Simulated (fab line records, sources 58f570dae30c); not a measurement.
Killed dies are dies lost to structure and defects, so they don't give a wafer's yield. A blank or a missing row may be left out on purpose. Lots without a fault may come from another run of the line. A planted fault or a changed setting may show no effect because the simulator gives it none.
Chamber matching | flow berkeley_cmos170 | UCB170_V2_CMP_02 on cmp-02: 4 sister chambers
The step polishes SiO2. 22 wafers are shown with their chamber, then 11 later ones without.

WAFERS WITH THEIR CHAMBER
wafer  | chamber | motor_current_A (A)
L719.1 | 0       | 14.9
L719.2 | 3       | 16.5
L719.6 | 1       | 19.7
L718.2 | 3       | 15.7
L718.5 | 0       | 15.7
L718.6 | 1       | 19.3
L720.1 | 2       | 18.6
L720.2 | 0       | 16.4
L720.5 | 2       | 18.2
L723.2 | 1       | 20.7
L723.4 | 3       | 15.6
L723.6 | 3       | 15.8
L724.1 | 0       | 14.9
L724.2 | 1       | 19.5
L724.6 | 1       | 19.3
L727.1 | 2       | 18.4
L727.3 | 1       | 20.1
L727.4 | 3       | 15.9
L725.1 | 3       | 15.2
L725.3 | 2       | 17.4
L725.5 | 2       | 17.8
L729.2 | 1       | 21.0

SIGNATURES (means of the wafers above)
reading         | chamber 0 | chamber 1 | chamber 2 | chamber 3 | scatter within a chamber
motor_current_A | 15.475    | 19.943    | 18.080    | 15.783    | 0.587
Rule: a wafer's distance from a chamber is the root of the sum, over the readings, of the square of ((its reading less the chamber's mean) divided by the reading's scatter). The wafer belongs to the nearest chamber; if the next one is less than 2 further off, it can't be placed. The scatter: the root of (the sum of the squares of (reading less its chamber's mean) over the shown wafers, divided by (wafers less chambers)).

WAFERS WITHOUT THEIR CHAMBER
wafer  | motor_current_A (A)
L729.4 | 18.8
L729.6 | 19.1
L732.3 | 15.6
L732.4 | 18.0
L732.6 | 17.7
L733.2 | 19.8
L733.3 | 14.8
L733.6 | 17.9
L734.2 | 15.7
L734.3 | 18.2
L734.5 | 20.6

WHICH CHAMBER EACH WENT THROUGH
wafer  | from the rows above     | in truth
L729.4 | can't be placed: 2 or 1 | 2
L729.6 | can't be placed: 1 or 2 | 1
L732.3 | can't be placed: 0 or 3 | 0
L732.4 | 2                       | 2
L732.6 | 2                       | 2
L733.2 | 1                       | 1
L733.3 | can't be placed: 0 or 3 | 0
L733.6 | 2                       | 2
L734.2 | can't be placed: 3 or 0 | 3
L734.3 | 2                       | 2
L734.5 | 1                       | 1
Placed correctly: 6 of 11. Can't be placed from these rows: 5 (the true chamber is among the candidates in 5). Placed wrongly: 0.
